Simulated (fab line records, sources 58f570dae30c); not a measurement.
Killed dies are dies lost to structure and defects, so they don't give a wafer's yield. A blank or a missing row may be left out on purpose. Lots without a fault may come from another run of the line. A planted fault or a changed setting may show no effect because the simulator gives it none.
Which tool did it? | flow berkeley_cmos170 | 14 lots, 42 wafers sampled, at 6 steps of a route of 331

WHAT THE GAUGES READ, wafer by wafer
UCB170_NSD_OVL_MEAS_07. Usual: NSD_OVL -1 nm, standard deviation 5.4.
lot  | measured     | on         | NSD_OVL (nm) | flag
L389 | day 6 21:58  | overlay-01 | 7 2 -1       |
L391 | day 7 23:27  | overlay-01 | -4 -4 5      |
L392 | day 7 23:43  | overlay-02 | 1 3 0        |
L393 | day 8 00:32  | overlay-01 | 3 -1 0       |
L394 | day 8 09:14  | overlay-02 | 2 2 -5       |
L395 | day 8 09:20  | overlay-01 | 7 1 10       |
L398 | day 8 16:41  | overlay-02 | 0 5 3        |
L396 | day 8 16:47  | overlay-02 | -5 -6 -9     |
L397 | day 8 17:14  | overlay-01 | -2 2 0       |
L399 | day 9 09:43  | overlay-01 | -5 -2 -7     |
L400 | day 9 09:56  | overlay-01 | -6 -2 -2     |
L401 | day 9 20:46  | overlay-02 | -3 -4 -1     |
L408 | day 10 13:46 | overlay-01 | -1 -3 0      |
L409 | day 11 08:26 | overlay-02 | -3 -1 -8     |

UCB170_CONTACT_CD_MEAS_15: target cd 700 nm. Usual: cd_nm 700.5 nm, standard deviation 1.4.
lot  | measured     | on        | cd_nm (nm)        | flag
L389 | day 7 05:40  | cd_sem-02 | 703.4 702.3 702.6 |
L391 | day 8 06:02  | cd_sem-02 | 699.8 701.8 700.6 |
L392 | day 8 07:10  | cd_sem-01 | 702.2 702.8 704.0 |
L393 | day 8 08:32  | cd_sem-01 | 700.4 699.6 698.9 |
L394 | day 8 15:23  | cd_sem-01 | 697.7 697.2 698.2 |
L395 | day 8 16:21  | cd_sem-01 | 699.2 698.9 700.4 |
L398 | day 9 01:11  | cd_sem-02 | 701.1 701.4 701.0 |
L396 | day 9 01:27  | cd_sem-01 | 700.9 701.6 700.6 |
L397 | day 9 02:11  | cd_sem-02 | 698.6 698.6 699.2 |
L399 | day 9 15:53  | cd_sem-02 | 700.0 699.9 699.6 |
L400 | day 9 16:07  | cd_sem-02 | 699.6 700.9 698.9 |
L401 | day 10 07:16 | cd_sem-02 | 701.5 700.9 700.2 |
L408 | day 10 20:41 | cd_sem-01 | 700.8 699.7 700.8 |
L409 | day 11 20:04 | cd_sem-02 | 701.3 701.7 702.1 |

UCB170_M1_CD_MEAS_90: target cd 700 nm. Usual: cd_nm 699 nm, standard deviation 3.2.
lot  | measured     | on        | cd_nm (nm)  | flag
L389 | day 7 07:54  | cd_sem-02 | 706 696 695 |
L391 | day 8 08:41  | cd_sem-02 | 700 695 699 |
L392 | day 8 09:47  | cd_sem-01 | 696 695 700 |
L393 | day 8 10:51  | cd_sem-01 | 698 704 705 |
L394 | day 8 18:10  | cd_sem-01 | 700 702 699 |
L395 | day 8 20:28  | cd_sem-01 | 704 697 706 |
L398 | day 9 04:41  | cd_sem-01 | 698 700 697 |
L396 | day 9 05:02  | cd_sem-01 | 707 696 707 |
L397 | day 9 05:37  | cd_sem-01 | 699 698 696 |
L399 | day 9 18:28  | cd_sem-01 | 695 684 698 |
L400 | day 9 19:01  | cd_sem-01 | 700 700 705 |
L401 | day 10 09:59 | cd_sem-02 | 688 690 691 |
L408 | day 10 23:45 | cd_sem-01 | 703 696 703 |
L409 | day 11 22:21 | cd_sem-02 | 701 696 703 |

WHICH TOOL RAN EACH LOT (tool, then ch and the chambers of the sampled wafers, then the start)
lot  | UCB170_M1_ETCH_11                  | UCB170_M1_METAL_ETCH_12           | UCB170_M1_STRIP_13
L389 | rie_diel-04 ch 1,2,3, day 7 07:38  | rie_metal-01 ch 0,1, day 7 07:40  | plasma_asher-01 ch 0,1, day 7 07:48
L391 | rie_diel-01 ch 1,2,3, day 8 08:25  | rie_metal-03 ch 0,1, day 8 08:28  | plasma_asher-01 ch 0,1, day 8 08:35
L392 | rie_diel-04 ch 2,3, day 8 09:29    | rie_metal-04 ch 0,1, day 8 09:31  | plasma_asher-04 ch 0,1, day 8 09:40
L393 | rie_diel-04 ch 1,2,3, day 8 10:34  | rie_metal-01 ch 0,1, day 8 10:37  | plasma_asher-01 ch 0, day 8 10:45
L394 | rie_diel-04 ch 2,3, day 8 17:53    | rie_metal-03 ch 0,1, day 8 17:55  | plasma_asher-02 ch 0, day 8 18:04
L395 | rie_diel-02 ch 1,3, day 8 20:05    | rie_metal-01 ch 0,1, day 8 20:07  | plasma_asher-04 ch 0,1, day 8 20:15
L398 | rie_diel-01 ch 0,2,3, day 9 04:24  | rie_metal-03 ch 0,1, day 9 04:27  | plasma_asher-02 ch 0,1, day 9 04:35
L396 | rie_diel-02 ch 0,1,3, day 9 04:45  | rie_metal-01 ch 0,1, day 9 04:48  | plasma_asher-01 ch 0,1, day 9 04:56
L397 | rie_diel-02 ch 0,1,3, day 9 05:20  | rie_metal-03 ch 0,1, day 9 05:23  | plasma_asher-02 ch 0,1, day 9 05:31
L399 | rie_diel-01 ch 0,1,2, day 9 18:12  | rie_metal-03 ch 0,1, day 9 18:14  | plasma_asher-01 ch 0,1, day 9 18:22
L400 | rie_diel-02 ch 0,3, day 9 18:44    | rie_metal-04 ch 0,1, day 9 18:46  | plasma_asher-02 ch 0,1, day 9 18:55
L401 | rie_diel-04 ch 0,1, day 10 09:41   | rie_metal-03 ch 0, day 10 09:43   | plasma_asher-02 ch 0,1, day 10 09:52
L408 | rie_diel-01 ch 0,1,2, day 10 23:26 | rie_metal-01 ch 0,1, day 10 23:31 | plasma_asher-01 ch 0,1, day 10 23:38
L409 | rie_diel-01 ch 0,1,3, day 11 22:05 | rie_metal-01 ch 0,1, day 11 22:07 | plasma_asher-01 ch 0,1, day 11 22:15
- UCB170_M1_ETCH_11: etches BARC in N2/H2.
- UCB170_M1_METAL_ETCH_12: etches Al in Cl2/BCl3, stops on PSG, target depth 780 nm, time 130 s.
- UCB170_M1_STRIP_13: strips in O2.

WHAT THE TOOLS THEMSELVES READ (means of the sampled wafers that have a number; where no wafer has one, the mark that the record gives instead)
UCB170_M1_ETCH_11. Usual: drypump_motor_current_A 5.7 A, standard deviation 0.55; oes_product_au 1.003 a.u., standard deviation 0.016; rf_fwd_power_W 495.2 W, standard deviation 2; throttle_valve_pct 13.19 %, standard deviation 0.14.
lot  | tool        | drypump_motor_current_A (A) | oes_product_au (a.u.) | rf_fwd_power_W (W) | throttle_valve_pct (%) | flag
L389 | rie_diel-04 | 5.6                         | 1.019                 | 495.0              | 13.25                  |
L391 | rie_diel-01 | 5.8                         | 0.988                 | 493.6              | 13.05                  |
L392 | rie_diel-04 | 5.4                         | 1.010                 | 496.8              | 13.25                  |
L393 | rie_diel-04 | 5.6                         | 1.014                 | 494.8              | 13.24                  |
L394 | rie_diel-04 | 5.4                         | 1.011                 | 496.1              | 13.24                  |
L395 | rie_diel-02 | 5.6                         | 0.996                 | 495.5              | 13.35                  |
L398 | rie_diel-01 | 5.8                         | 0.983                 | 494.8              | 13.16                  |
L396 | rie_diel-02 | 5.6                         | 1.011                 | 496.1              | 13.24                  |
L397 | rie_diel-02 | 5.6                         | 1.006                 | 495.5              | 13.23                  |
L399 | rie_diel-01 | 6.1                         | 0.996                 | 494.4              | 13.08                  |
L400 | rie_diel-02 | 6.1                         | 1.000                 | 495.7              | 13.23                  |
L401 | rie_diel-04 | 5.6                         | 1.014                 | 494.3              | 13.20                  |
L408 | rie_diel-01 | 6.1                         | 0.995                 | 496.2              | 13.08                  |
L409 | rie_diel-01 | 6.2                         | 0.980                 | 494.3              | 13.00                  |

UCB170_M1_METAL_ETCH_12. Usual: bcl3_flow_sccm 45.02 sccm, standard deviation 0.13; drypump_motor_current_A 5.6 A, standard deviation 0.38; mfc_cl2_sccm 90.06 sccm, standard deviation 0.27; oes_product_au 0.860 a.u., standard deviation 0.012; rf_fwd_power_W 597.5 W, standard deviation 1.7; throttle_valve_pct 24.43 %, standard deviation 0.17.
lot  | tool         | bcl3_flow_sccm (sccm) | drypump_motor_current_A (A) | mfc_cl2_sccm (sccm) | oes_product_au (a.u.) | rf_fwd_power_W (W) | throttle_valve_pct (%) | flag
L389 | rie_metal-01 | 44.99                 | 5.7                         | 90.05               | 0.866                 | 597.6              | 24.47                  |
L391 | rie_metal-03 | 45.06                 | 5.3                         | 90.45               | 0.861                 | 597.1              | 24.41                  |
L392 | rie_metal-04 | 44.91                 | 5.9                         | 90.06               | 0.860                 | 598.1              | 24.38                  |
L393 | rie_metal-01 | 45.04                 | 5.9                         | 89.90               | 0.864                 | 599.3              | 24.57                  |
L394 | rie_metal-03 | 45.07                 | 5.3                         | 90.28               | 0.866                 | 597.5              | 24.41                  |
L395 | rie_metal-01 | 44.94                 | 5.9                         | 89.98               | 0.855                 | 596.9              | 24.58                  |
L398 | rie_metal-03 | 44.96                 | 5.3                         | 90.17               | 0.861                 | 597.2              | 24.40                  |
L396 | rie_metal-01 | 45.00                 | 6.0                         | 90.12               | 0.853                 | 596.5              | 24.57                  |
L397 | rie_metal-03 | 45.06                 | 5.4                         | 90.02               | 0.862                 | 598.4              | 24.31                  |
L399 | rie_metal-03 | 45.07                 | 5.3                         | 89.93               | 0.869                 | 678.2              | 24.39                  | OFF
L400 | rie_metal-04 | 44.94                 | 5.8                         | 89.83               | 0.858                 | 600.1              | 24.38                  |
L401 | rie_metal-03 | 44.91                 | 5.5                         | 90.06               | 0.847                 | 835.9              | 24.20                  | OFF
L408 | rie_metal-01 | 45.11                 | 5.9                         | 90.23               | 0.858                 | 597.6              | 24.57                  |
L409 | rie_metal-01 | 44.98                 | 5.9                         | 90.36               | 0.869                 | 596.4              | 24.57                  |

UCB170_M1_STRIP_13. Usual: drypump_motor_current_A 5.4 A, standard deviation 0.48; oes_product_au 0.720 a.u., standard deviation 0.0045.
lot  | tool            | drypump_motor_current_A (A) | oes_product_au (a.u.) | flag
L389 | plasma_asher-01 | 5.5                         | 0.720                 |
L391 | plasma_asher-01 | 5.2                         | 0.720                 |
L392 | plasma_asher-04 | 5.8                         | 0.718                 |
L393 | plasma_asher-01 | 5.0                         | 0.721                 |
L394 | plasma_asher-02 | 4.8                         | 0.722                 |
L395 | plasma_asher-04 | 5.8                         | 0.724                 |
L398 | plasma_asher-02 | 5.2                         | 0.721                 |
L396 | plasma_asher-01 | 5.2                         | 0.722                 |
L397 | plasma_asher-02 | 5.6                         | 0.720                 |
L399 | plasma_asher-01 | 5.2                         | 0.677                 | OFF
L400 | plasma_asher-02 | 5.2                         | 0.721                 |
L401 | plasma_asher-02 | 5.6                         | 0.591                 | OFF
L408 | plasma_asher-01 | 5.2                         | 0.720                 |
L409 | plasma_asher-01 | 5.5                         | 0.721                 |

THE ANSWER, worked out from the rows above alone
Rule: a lot is off if the mean of its wafers that have a number lies more than 3 standard deviations from the usual mean. A lot without any number at a reading at which 4 lots or more have one is off too. The other lots that the step has rows for count as sound. The gauges are gone through in route order, then the tools' own readings, and for those a lot's mean is taken as printed above. The first step at which some lot is off is used, and at that step the reading that is off furthest; a lot without a number counts as furthest.
Off: L399, L401, at UCB170_M1_METAL_ETCH_12 (rf_fwd_power_W).
A tool fits if, at that step or a process step before it, it ran every lot that is off, and no sound lot after the first of them. One fits: rie_metal-03 at UCB170_M1_METAL_ETCH_12. Its last sound lot is L397 (day 9 05:23), its first lot that is off L399 (day 9 18:14): a fault that began between those two fits.
The tool's own readings at UCB170_M1_METAL_ETCH_12 bear it out: on the lots that are off they differ by more than 5 times the standard deviation of the sound lots' means. rf_fwd_power_W reads 757.0 W there against 597.7 W on the sound lots.

WHAT THE SIMULATOR HAD PUT IN
Process parameter drift: rie_metal-03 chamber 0, from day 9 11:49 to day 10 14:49, at UCB170_M1_METAL_ETCH_12. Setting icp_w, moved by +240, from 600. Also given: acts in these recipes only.
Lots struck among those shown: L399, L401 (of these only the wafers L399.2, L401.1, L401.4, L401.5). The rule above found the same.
